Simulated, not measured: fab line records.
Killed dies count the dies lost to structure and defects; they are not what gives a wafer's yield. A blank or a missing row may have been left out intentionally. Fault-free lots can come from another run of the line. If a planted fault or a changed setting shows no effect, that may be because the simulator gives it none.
Code-filled problem report in 8D (eight disciplines) form	flow berkeley-cmos170	the parts of the form that need people (team, actions taken, sign-off) are left out

== 1. PROBLEM STATEMENT ==
NLDD_RS at UCB170_SDANNEAL_RS_MEAS_05 reads a mean of 586.0 ohm/sq on 6 wafers of 2 lots; wafers without a fault read 617.1 ohm/sq with a standard deviation of 1.2. Measured from the usual mean, that is -26 standard deviations.
The step: measures by four-point-probe.
Seen first at day 11 04:10 on film-metro-02, wafer L848.2. Wafers with a number at this step in the record: 42, from 14 lots. Rule for "out" (also "out of limits"): further than 4 standard deviations from the usual mean. The other wafers with a number count as sound.

== 2. WHAT IT IS, AND WHAT IT ISN'T ==
question	is	is not
which readings at this step	NLDD_RS	-
which lots	L848, L851	L833, L834, L835, L836, L837, L838, L839, L840, L842, L845, L854, L855
which wafers of those lots	all that have a number	-
read on which gauges	film-metro-02, film-metro-03	film-metro-01
when	from day 11 04:10	up to then (30 sound wafers); but 6 sound wafers of L854, L855 came after

== 3. WHAT RULES OUT EACH SUSPECT ==
Counting: any tool at a process step up to the reading is kept as a suspect provided that every lot that is out went through it and no sound lot did after the first of them.
- the gauge at UCB170_SDANNEAL_RS_MEAS_05 is ruled out. 2 gauges (film-metro-02, film-metro-03) read the wafers that are out.
- implanter-01 at UCB170_NLDD_IMPLANT_09: kept. All lots that are out passed through it, beginning with L848 at day 10 16:13, and no sound lot followed; its final sound lot before that point was L842 at day 9 09:02. Its own readings are out on those wafers: beam-energy-keV.
Remaining after the count: implanter-01 at UCB170_NLDD_IMPLANT_09.

== 4. THE CAUSE (what the simulator had put in) ==
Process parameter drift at UCB170_NLDD_IMPLANT_09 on implanter-01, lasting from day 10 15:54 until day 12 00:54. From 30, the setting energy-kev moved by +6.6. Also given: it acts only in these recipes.
This tool alone remained once counting was done.

== 5. SEQUENCE OF EFFECTS, ordered by route ==
Rows list readings where the struck wafers' mean (over those with a number) sits beyond 3 standard deviations from the usual. Only readings for which the record gives a usual standard deviation are gone through. hours: the time from each lot's start at the first step in this table that gives one to its start at this step, as a median over the lots. sigmas: the change in usual standard deviations.
hours	step	reading	usual	on struck wafers	change	sigmas
0	UCB170_NLDD_IMPLANT_09	beam-energy-keV	30.000	36.604	+6.604	+99 or more
0	UCB170_NLDD_TW_MEAS_11	NLDD_TW	2205	2287	+82	+3.7
12	UCB170_SDANNEAL_RS_MEAS_05	NLDD_RS	617.1 ohm/sq	586.0	-31.1	-26
The process steps in it:
- UCB170_NLDD_IMPLANT_09

== 6. WHAT WOULD HAVE CAUGHT IT SOONER ==
The first out-of-limits reading at a measuring or inspecting step in this record came at day 11 04:10, 12 hours after the fault's start at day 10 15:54.
Tool's own readings at UCB170_NLDD_IMPLANT_09, beam-energy-keV: out on all struck wafers the step has rows for; an alarm limit on them would have tripped on the first.
Of the lots that are out (2), L851 began UCB170_NLDD_IMPLANT_09 on implanter-01 after day 11 04:10. Holding the tool at that time would have saved it.
